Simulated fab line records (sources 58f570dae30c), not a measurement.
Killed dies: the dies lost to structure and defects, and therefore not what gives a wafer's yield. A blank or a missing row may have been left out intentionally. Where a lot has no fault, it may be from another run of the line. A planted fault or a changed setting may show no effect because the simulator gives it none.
The tool behind it: which one? | flow berkeleyCmos170 | 7 lots with 21 wafers sampled at 2 steps, on a route of 331 steps

WHAT THE GAUGES SHOWED, per wafer
UCB170_NVT_TW_MEAS_09.
lot  | measured     | on           | NVT_TW
L776 | day 5 21:55  | filmMetro-04 | 523 524 525
L779 | day 6 13:57  | filmMetro-04 | 526 527 523
L786 | day 7 21:40  | filmMetro-01 | 525 521 523
L783 | day 7 22:13  | filmMetro-03 | 521 519 521
L789 | day 8 05:11  | filmMetro-04 | 542 542 542
L794 | day 9 04:58  | filmMetro-04 | 524 524 523
L797 | day 10 01:52 | filmMetro-01 | 520 521 525

TOOL THAT RAN EACH LOT (tool first, then ch and the chambers of the sampled wafers, then the start)
lot  | UCB170_NVT_IMPLANT_07
L776 | implanter-02 ch 0, day 5 21:41
L779 | implanter-02 ch 0, day 6 13:42
L786 | implanter-02 ch 0, day 7 21:25
L783 | implanter-03 ch 0, day 7 21:58
L789 | implanter-02 ch 0, day 8 04:53
L794 | implanter-01 ch 0, day 9 04:43
L797 | implanter-01 ch 0, day 10 01:37
- UCB170_NVT_IMPLANT_07

THE ANSWER, worked out from the rows above alone
Rule: what is usual is taken from the lots themselves. The widest of any qualifying gaps counts: lots, ordered by their means at a reading, are off when they make up no more than a third of the lots, leave a main group of 4 or more, and stand apart from it by 3 or more times the standard deviation of that group's means. A main group whose means are all the same, to the digits that the tables above print for the reading, isn't used. Also off: a lot with no number at a reading for which 4 or more lots have one. All remaining lots with rows at the step are treated as sound.
Off: L789, at UCB170_NVT_TW_MEAS_09 (NVT_TW). For the main group the mean is 523 and the standard deviation 1.6.
If a tool, at a process step before that reading, ran all the lots that are off and no sound lot after the first of them, it fits. Those tools and the gauges at UCB170_NVT_TW_MEAS_09 are tried in the same way. One fits: UCB170_NVT_IMPLANT_07 on implanter-02. Its last sound lot is L786 (day 7 21:25), its first lot that is off L789 (day 8 04:53): a fault that began between those two fits.

WHAT THE SIMULATOR PUT IN
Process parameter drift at UCB170_NVT_IMPLANT_07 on implanter-02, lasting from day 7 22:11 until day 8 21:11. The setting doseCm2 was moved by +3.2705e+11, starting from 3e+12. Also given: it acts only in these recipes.
Shown lots that were struck: L789. Same finding as the rule above.
